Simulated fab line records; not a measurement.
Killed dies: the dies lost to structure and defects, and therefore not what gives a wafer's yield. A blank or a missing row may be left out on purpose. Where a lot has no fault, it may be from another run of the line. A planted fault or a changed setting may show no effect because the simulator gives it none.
fab line records ; flow ritCmos
record: lots: 14; wafers: 42; lastDay: 7
route steps=202 shown ACTIVE@1 NWELL@37 M1@198
lots that met no fault: taken from a fault-free run of the same line
startH: start of the lot's first displayed wafer, in hours after the record's first day ; waitH: hours from the lot's prior step to this one ; " repeats the value in the row above ; L1.1+2: a row that stands for several wafers ; - either no value or no given start ; * or withheld: withheld ; < > ~ a bound
route shown NAME@n: NAME is a module with steps in the file, n the number in the route of the first one ; usual: mean/standard deviation of fault-free wafers ; same: alike in all rows ; chamber/n: place in a boat ; sites: the reading at each site ; _std_site: standard deviation across them ; _edge_site: the outer-site mean with the inner-site mean subtracted ; radiusMm: for every site, how far away it sits from the centre of the wafer ; mask NAME#n: copy n ; behind: the most recent tool/chamber to have shaped the wafer ; hold: what put the lot on hold/how long, in hours/how the hold closed ; device: whichever transistor did not switch (one of n, p or np) ; end of line: tests run on the same wafers once the route is complete ; a step given without rows: its recipe and nothing more ; killed: count of dies lost to structure and defects at first sort (not the wafer's yield) ; map: a wafer's dies, x killed, . not, _ none there
set.NAME: setting as actually run; set.NAME@STEP: the setting as run at that earlier step ; model.NAME: the simulator's own value behind a step, which no gauge read
steps of the route over a sample of lots; a table a step, a row a wafer
services: the hour from which a tool's chamber was out of use, counted from the record's first day as startH (under 0 if before that day), plus the number of hours and why
== steps ==
step: RIT_ACTIVE_BOW_MEAS_00
recipe: mode: bow
usual: INCOMING_BOW: 0/6.6
lot.wafer;tool;chamber;startH;waitH;INCOMING_BOW[um]
L895.1;filmMetro-02;-;10.00;-;-7
L895.5;filmMetro-02;-;10.00;-;-3
L895.6;filmMetro-02;-;10.00;-;-3
L896.1;filmMetro-01;-;15.00;-;-8
L896.4;filmMetro-01;-;15.00;-;6
L896.5;filmMetro-01;-;15.00;-;-9
L898.2;filmMetro-04;-;25.02;-;-8
L898.3;filmMetro-04;-;25.02;-;7
L898.4;filmMetro-04;-;25.02;-;6
L899.1;filmMetro-04;-;30.00;-;2
L899.2;filmMetro-04;-;30.00;-;-9
L899.3;filmMetro-04;-;30.00;-;-14
L900.1;filmMetro-04;-;35.00;-;-3
L900.2;filmMetro-04;-;35.00;-;-1
L900.3;filmMetro-04;-;35.00;-;8
L901.1;filmMetro-02;-;40.00;-;-2
L901.4;filmMetro-02;-;40.00;-;-6
L901.5;filmMetro-02;-;40.00;-;-3
L902.1;filmMetro-01;-;45.00;-;10
L902.2;filmMetro-01;-;45.00;-;6
L902.5;filmMetro-01;-;45.00;-;-1
L903.1;filmMetro-02;-;50.00;-;0
L903.2;filmMetro-02;-;50.00;-;-7
L903.3;filmMetro-02;-;50.00;-;-7
L908.1;filmMetro-02;-;75.00;-;-4
L908.2;filmMetro-02;-;75.00;-;-3
L908.4;filmMetro-02;-;75.00;-;-13
L909.2;filmMetro-04;-;80.02;-;-7
L909.3;filmMetro-04;-;80.02;-;-2
L909.6;filmMetro-04;-;80.02;-;-5
L911.1;filmMetro-02;-;90.00;-;-1
L911.4;filmMetro-02;-;90.00;-;4
L911.5;filmMetro-02;-;90.00;-;-15
L912.1;filmMetro-02;-;95.00;-;-9
L912.2;filmMetro-02;-;95.00;-;10
L912.5;filmMetro-02;-;95.00;-;3
L915.1;filmMetro-04;-;110.00;-;-2
L915.3;filmMetro-04;-;110.00;-;-5
L915.5;filmMetro-04;-;110.00;-;-6
L916.2;filmMetro-04;-;115.02;-;3
L916.3;filmMetro-04;-;115.02;-;-4
L916.6;filmMetro-04;-;115.02;-;11
step: RIT_ACTIVE_ETCH_13
recipe: stopOn: SiO2; chemistry: SF6; target: Si3N4; timeS: 210; overEtchFrac: 0.4; SF6_flow_sccm: 200; pressureMtorr: 260; rfW: 125; targetDepthA: 2100
usual: SF6_flow_sccm: 200.0/0.58; drypumpMotorCurrentA: 5.5/0.63; oesProductAu: 0.818/0.015; rfFwdPowerW: 124.5/0.41; throttleValvePct: 7.51/0.098
lot.wafer;tool;chamber;startH;waitH;SF6_flow_sccm;drypumpMotorCurrentA;oesProductAu;rfFwdPowerW;rfHoursCounterH;throttleValvePct
L895.1;rieDiel-03;3;14.71;0.1;200.3;6.4;0.810;124.4;150;7.40
L895.5;rieDiel-03;3;14.71;0.1;200.1;6.3;0.807;124.7;-;7.40
L895.6;rieDiel-03;2;14.71;0.1;199.7;5.1;0.799;125.4;-;7.61
L896.1;rieDiel-02;1;20.69;0.1;198.5;5.9;0.834;123.5;113;7.43
L896.4;rieDiel-02;2;20.69;0.1;200.4;5.1;0.796;124.9;65;7.56
L896.5;rieDiel-02;0;20.69;0.1;200.2;4.9;0.814;124.6;-;7.35
L898.2;rieDiel-02;3;29.83;0.1;201.3;6.5;0.799;125.3;92;7.51
L898.3;rieDiel-02;2;29.83;0.1;200.0;5.1;0.805;124.5;65;7.57
L898.4;rieDiel-02;1;29.83;0.1;200.0;5.9;0.829;124.4;113;7.42
L899.1;rieDiel-03;2;35.24;0.1;199.8;5.1;0.804;124.6;5;7.62
L899.2;rieDiel-03;3;35.24;0.1;199.9;6.3;0.811;124.7;150;7.39
L899.3;rieDiel-03;0;35.24;0.1;199.4;5.0;0.841;124.6;14;7.58
L900.1;rieDiel-03;3;39.83;0.1;200.1;6.3;0.818;124.3;151;7.40
L900.2;rieDiel-03;0;39.83;0.1;200.0;5.0;0.843;124.8;14;7.57
L900.3;rieDiel-03;2;39.83;0.1;200.2;5.1;0.798;125.1;5;7.64
L901.1;rieDiel-02;0;44.83;0.1;200.0;5.0;0.823;124.1;5;7.37
L901.4;rieDiel-02;1;44.83;0.1;198.3;5.8;0.851;124.1;113;7.43
L901.5;rieDiel-02;1;44.83;0.1;199.7;5.9;0.842;124.6;-;7.43
L902.1;rieDiel-02;3;50.94;0.1;199.2;6.5;0.795;124.4;93;7.48
L902.2;rieDiel-02;0;50.94;0.1;200.7;5.0;0.823;124.9;5;7.36
L902.5;rieDiel-02;3;50.94;0.1;199.3;6.5;0.796;124.0;-;7.49
L903.1;rieDiel-04;3;54.71;0.1;199.6;4.6;0.833;124.5;45;7.64
L903.2;rieDiel-04;2;54.71;0.1;199.9;5.2;0.797;124.1;33;7.43
L903.3;rieDiel-04;0;54.71;0.1;201.0;5.7;0.848;124.1;2;7.73
L908.1;rieDiel-02;2;81.14;0.1;200.5;5.0;0.797;125.1;66;7.56
L908.2;rieDiel-02;3;81.14;0.1;199.7;6.5;0.791;124.4;93;7.50
L908.4;rieDiel-02;0;81.14;0.1;200.0;5.0;0.824;175.0;5;7.35
L909.2;rieDiel-03;2;84.93;0.1;200.2;5.2;0.812;124.4;5;7.63
L909.3;rieDiel-03;1;84.93;0.1;200.2;4.9;0.821;124.2;110;7.57
L909.6;rieDiel-03;1;84.93;0.1;200.9;4.9;0.827;124.3;-;7.56
L911.1;rieDiel-03;2;94.83;0.1;199.9;5.1;0.812;124.9;6;7.61
L911.4;rieDiel-03;0;94.83;0.1;199.4;5.0;0.838;124.3;15;7.58
L911.5;rieDiel-03;0;94.83;0.1;199.4;5.0;0.833;124.6;-;7.57
L912.1;rieDiel-02;0;100.07;0.1;200.3;5.0;0.818;173.3;6;7.35
L912.2;rieDiel-02;2;100.07;0.1;200.4;5.1;0.805;124.5;66;7.55
L912.5;rieDiel-02;3;100.07;0.1;200.3;6.5;0.815;125.4;-;7.49
L915.1;rieDiel-03;1;115.39;0.1;199.6;5.0;0.819;124.6;110;7.56
L915.3;rieDiel-03;3;115.39;0.1;200.2;6.3;0.812;124.2;152;7.40
L915.5;rieDiel-03;2;115.39;0.1;200.5;5.2;0.803;124.5;-;7.65
L916.2;rieDiel-03;1;119.71;0.1;199.6;4.9;0.826;125.2;111;7.57
L916.3;rieDiel-03;3;119.71;0.1;200.6;6.3;0.821;124.7;152;7.41
L916.6;rieDiel-03;3;119.71;0.1;201.0;6.3;0.818;124.8;-;7.40
step: RIT_NWELL_STRIP_09
recipe: chemistry: O2; timeS: 180; resist: NOVOLAK; platenTempC: withheld; powerW: 500; pressureMtorr: 4000; o2FlowSccm: 4000
usual: drypumpMotorCurrentA: 5.4/0.47
lot.wafer;tool;chamber;startH;waitH;drypumpMotorCurrentA;rfHoursCounterH
L895.1;plasmaAsher-04;0;21.65;0.1;4.8;38
L895.5;plasmaAsher-04;1;21.65;0.1;5.4;-
L895.6;plasmaAsher-04;0;21.65;0.1;4.8;-
L896.1;plasmaAsher-01;0;26.68;0.1;5.1;38
L896.4;plasmaAsher-01;1;26.68;0.1;5.3;-
L896.5;plasmaAsher-01;1;26.68;0.1;5.3;-
L898.2;plasmaAsher-01;1;36.03;0.1;5.3;39
L898.3;plasmaAsher-01;1;36.03;0.1;5.3;-
L898.4;plasmaAsher-01;0;36.03;0.1;5.1;-
L899.1;plasmaAsher-04;0;42.55;0.1;4.8;40
L899.2;plasmaAsher-04;1;42.55;0.1;5.4;40
L899.3;plasmaAsher-04;0;42.55;0.1;4.8;-
L900.1;plasmaAsher-03;1;47.24;0.1;6.2;27
L900.2;plasmaAsher-03;0;47.24;0.1;5.9;27
L900.3;plasmaAsher-03;1;47.24;0.1;6.2;-
L901.1;plasmaAsher-01;1;51.99;0.1;5.3;41
L901.4;plasmaAsher-01;1;51.99;0.1;5.3;-
L901.5;plasmaAsher-01;0;51.99;0.1;5.1;-
L902.1;plasmaAsher-03;1;57.20;0.1;6.2;28
L902.2;plasmaAsher-03;0;57.20;0.1;5.9;28
L902.5;plasmaAsher-03;1;57.20;0.1;6.2;-
L903.1;plasmaAsher-04;1;60.73;0.1;5.4;42
L903.2;plasmaAsher-04;0;60.73;0.1;4.8;42
L903.3;plasmaAsher-04;0;60.73;0.1;4.8;-
L908.1;plasmaAsher-04;0;87.17;0.1;4.8;45
L908.2;plasmaAsher-04;1;87.17;0.1;5.4;45
L908.4;plasmaAsher-04;1;87.17;0.1;5.4;-
L909.2;plasmaAsher-04;1;92.03;0.1;5.4;46
L909.3;plasmaAsher-04;1;92.03;0.1;5.4;-
L909.6;plasmaAsher-04;1;92.03;0.1;5.4;-
L911.1;plasmaAsher-04;0;102.62;0.1;4.8;47
L911.4;plasmaAsher-04;1;102.62;0.1;5.4;-
L911.5;plasmaAsher-04;0;102.62;0.1;4.8;-
L912.1;plasmaAsher-04;1;107.75;0.1;5.4;47
L912.2;plasmaAsher-04;0;107.75;0.1;4.8;47
L912.5;plasmaAsher-04;1;107.75;0.1;5.4;-
L915.1;plasmaAsher-01;0;121.37;0.1;5.1;48
L915.3;plasmaAsher-01;1;121.37;0.1;5.3;-
L915.5;plasmaAsher-01;0;121.37;0.1;5.1;-
L916.2;plasmaAsher-03;1;127.97;0.1;6.2;35
L916.3;plasmaAsher-03;0;127.97;0.1;5.9;-
L916.6;plasmaAsher-03;0;127.97;0.1;5.9;-
step: RIT_M1_STRIP_14
recipe: chemistry: O2; timeS: 180; platenTempC: withheld; powerW: 500; pressureMtorr: 4000; o2FlowSccm: 4000
usual: drypumpMotorCurrentA: 5.4/0.51
lot.wafer;tool;chamber;startH;waitH;drypumpMotorCurrentA;rfHoursCounterH
L895.1;plasmaAsher-04;1;57.07;0.0;5.4;42
L895.5;plasmaAsher-04;0;57.07;0.0;4.8;-
L895.6;plasmaAsher-04;1;57.07;0.0;5.4;-
L896.1;plasmaAsher-04;1;62.14;0.0;5.4;43
L896.4;plasmaAsher-04;0;62.14;0.0;4.8;-
L896.5;plasmaAsher-04;1;62.14;0.0;5.4;-
L898.2;plasmaAsher-04;1;69.61;0.0;5.4;43
L898.3;plasmaAsher-04;1;69.61;0.0;5.4;-
L898.4;plasmaAsher-04;0;69.61;0.0;4.8;-
L899.1;plasmaAsher-02;1;78.06;0.0;4.9;42
L899.2;plasmaAsher-02;0;78.06;0.0;5.9;42
L899.3;plasmaAsher-02;0;78.06;0.0;5.9;-
L900.1;plasmaAsher-02;1;82.17;0.0;4.9;42
L900.2;plasmaAsher-02;0;82.17;0.0;5.9;42
L900.3;plasmaAsher-02;1;82.17;0.0;4.9;-
L901.1;plasmaAsher-02;1;91.37;0.0;4.9;43
L901.4;plasmaAsher-02;0;91.37;0.0;5.9;-
L901.5;plasmaAsher-02;0;91.37;0.0;5.9;-
L902.1;plasmaAsher-02;0;92.66;0.0;5.9;44
L902.2;plasmaAsher-02;1;92.66;0.0;4.9;44
L902.5;plasmaAsher-02;0;92.66;0.0;5.9;-
L903.1;plasmaAsher-03;1;97.71;0.0;6.2;32
L903.2;plasmaAsher-03;0;97.71;0.0;5.9;32
L903.3;plasmaAsher-03;0;97.71;0.0;5.9;-
L908.1;plasmaAsher-02;0;124.92;0.0;5.9;48
L908.2;plasmaAsher-02;1;124.92;0.0;4.9;48
L908.4;plasmaAsher-02;1;124.92;0.0;4.9;-
L909.2;plasmaAsher-04;1;128.74;0.0;5.4;1
L909.3;plasmaAsher-04;1;128.74;0.0;5.4;-
L909.6;plasmaAsher-04;1;128.74;0.0;5.4;-
L911.1;plasmaAsher-04;0;136.62;0.0;4.8;2
L911.4;plasmaAsher-04;0;136.62;0.0;4.8;-
L911.5;plasmaAsher-04;0;136.62;0.0;4.8;-
L912.1;plasmaAsher-02;0;142.54;0.0;5.9;49
L912.2;plasmaAsher-02;1;142.54;0.0;4.9;49
L912.5;plasmaAsher-02;0;142.54;0.0;5.9;-
L915.1;plasmaAsher-04;0;158.95;0.0;4.8;4
L915.3;plasmaAsher-04;1;158.95;0.0;5.4;-
L915.5;plasmaAsher-04;0;158.95;0.0;4.8;-
L916.2;plasmaAsher-03;0;165.91;0.0;5.9;39
L916.3;plasmaAsher-03;1;165.91;0.0;6.2;-
L916.6;plasmaAsher-03;0;165.91;0.0;5.9;-
== services ==
tool;chamber;startH;hours;kind
rieDiel-02;1;-2.70;5.6;repair
plasmaAsher-01;-;71.10;1.1;repair
rieDiel-04;3;81.63;2.6;repair
plasmaAsher-04;-;93.70;0.7;repair
plasmaAsher-04;-;108.75;9.0;pm
plasmaAsher-04;0;108.75;9.0;ventCycle
plasmaAsher-04;1;108.75;9.0;ventCycle
rieDiel-03;0;115.00;11.6;repair
plasmaAsher-04;-;117.75;2.8;pm
plasmaAsher-04;0;117.75;-;clean
plasmaAsher-04;1;117.75;-;clean
rieDiel-02;1;120.62;6.7;repair
rieDiel-03;3;135.15;-;clean
rieDiel-03;3;135.15;15.9;scheduledDown
rieDiel-03;3;135.15;15.9;ventCycle
rieDiel-03;-;149.22;2.8;pm
rieDiel-04;1;150.03;-;clean
rieDiel-04;1;150.03;16.1;scheduledDown
rieDiel-04;1;150.03;16.1;ventCycle
rieDiel-02;3;155.24;2.3;repair
== key ==
firstSign: step: RIT_ACTIVE_ETCH_13; reading: rfFwdPowerW; direction: up; sigmas: 99+; usual: 124.5; struck: 174.1
effect none on later readings
metAt RIT_ACTIVE_ETCH_13
struckLots L908,L912
struckWafers L908.4,L912.1
sortLeftOut L908.4,L912.1
testerLeftOut L908,L912
notActingAt RIT_ACTIVE_BOW_MEAS_00,RIT_NWELL_STRIP_09,RIT_M1_STRIP_14
onsetBetween 50.94 81.14
fault: kind: processParameterDrift; tool: rieDiel-02; chamber: 0; onsetH: 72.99; steps: RIT_ACTIVE_ETCH_13; channel: rfW; offset: 50; shape: step; endH: 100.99; actsIn: theseRecipesOnly; stated: 125
testerLeftOut: of these lots the tester's yield and bins aren't shown, on N5 and GAA mostly nor the transistor test; their killed dies are dies lost to structure and defects alone, not to doping, threshold or leakage, so they don't give the yield
sortLeftOut: the simulated sort isn't trusted on such a fault, so these wafers' sort isn't shown, and their yield isn't known
